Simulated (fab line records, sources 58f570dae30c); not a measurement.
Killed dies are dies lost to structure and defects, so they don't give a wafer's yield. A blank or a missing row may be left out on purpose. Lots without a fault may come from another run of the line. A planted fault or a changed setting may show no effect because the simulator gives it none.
Which tool did it? | flow berkeley_cmos170 | 7 lots, 21 wafers sampled, at 2 steps of a route of 331

WHAT THE GAUGES READ, wafer by wafer
UCB170_M1_CD_MEAS_09: target cd 700 nm.
lot  | measured     | on        | cd_nm (nm)
L999 | day 9 07:34  | cd_sem-02 | 699.6 699.6 698.7
L100 | day 9 17:17  | cd_sem-02 | 700.1 702.5 701.6
L101 | day 10 04:14 | cd_sem-01 | 701.3 700.1 699.9
L107 | day 10 22:10 | cd_sem-02 | 700.4 701.2 701.1
L108 | day 11 10:02 | cd_sem-01 | 675.0 676.4 676.4
L113 | day 11 17:14 | cd_sem-02 | 701.2 699.1 700.9
L117 | day 13 00:11 | cd_sem-02 | 699.3 699.8 699.0

WHICH TOOL RAN EACH LOT (tool, then ch and the chambers of the sampled wafers, then the start)
lot  | UCB170_M1_COAT_04
L999 | litho_track-03 ch 0, day 9 05:00
L100 | litho_track-02 ch 0, day 9 16:00
L101 | litho_track-03 ch 0, day 10 03:00
L107 | litho_track-03 ch 0, day 10 21:00
L108 | litho_track-02 ch 0, day 11 09:00
L113 | litho_track-03 ch 0, day 11 16:00
L117 | litho_track-03 ch 0, day 12 23:00
- UCB170_M1_COAT_04: resist thk 900 nm.

THE ANSWER, worked out from the rows above alone
Rule: what is usual is taken from the lots themselves. Put in order of their means at a reading, lots are off if they are a third of the lots or fewer, leave a main group of 4 or more, and stand apart from it by a gap of 3 or more times the standard deviation of the main group's means; of several such gaps the widest counts. A main group whose means are all the same, to the digits that the tables above print for the reading, isn't used. A lot without any number at a reading at which 4 lots or more have one is off too. The other lots that the step has rows for count as sound.
Off: L108, at UCB170_M1_CD_MEAS_09 (cd_nm). The main group: mean 700.3 nm, standard deviation 0.76.
A tool fits if, at a process step before that reading, it ran every lot that is off, and no sound lot after the first of them. The gauges at UCB170_M1_CD_MEAS_09 are tried like those tools. Can't be told from this: 2 tools fit, litho_track-02 at UCB170_M1_COAT_04, cd_sem-01 at UCB170_M1_CD_MEAS_09.

WHAT THE SIMULATOR HAD PUT IN
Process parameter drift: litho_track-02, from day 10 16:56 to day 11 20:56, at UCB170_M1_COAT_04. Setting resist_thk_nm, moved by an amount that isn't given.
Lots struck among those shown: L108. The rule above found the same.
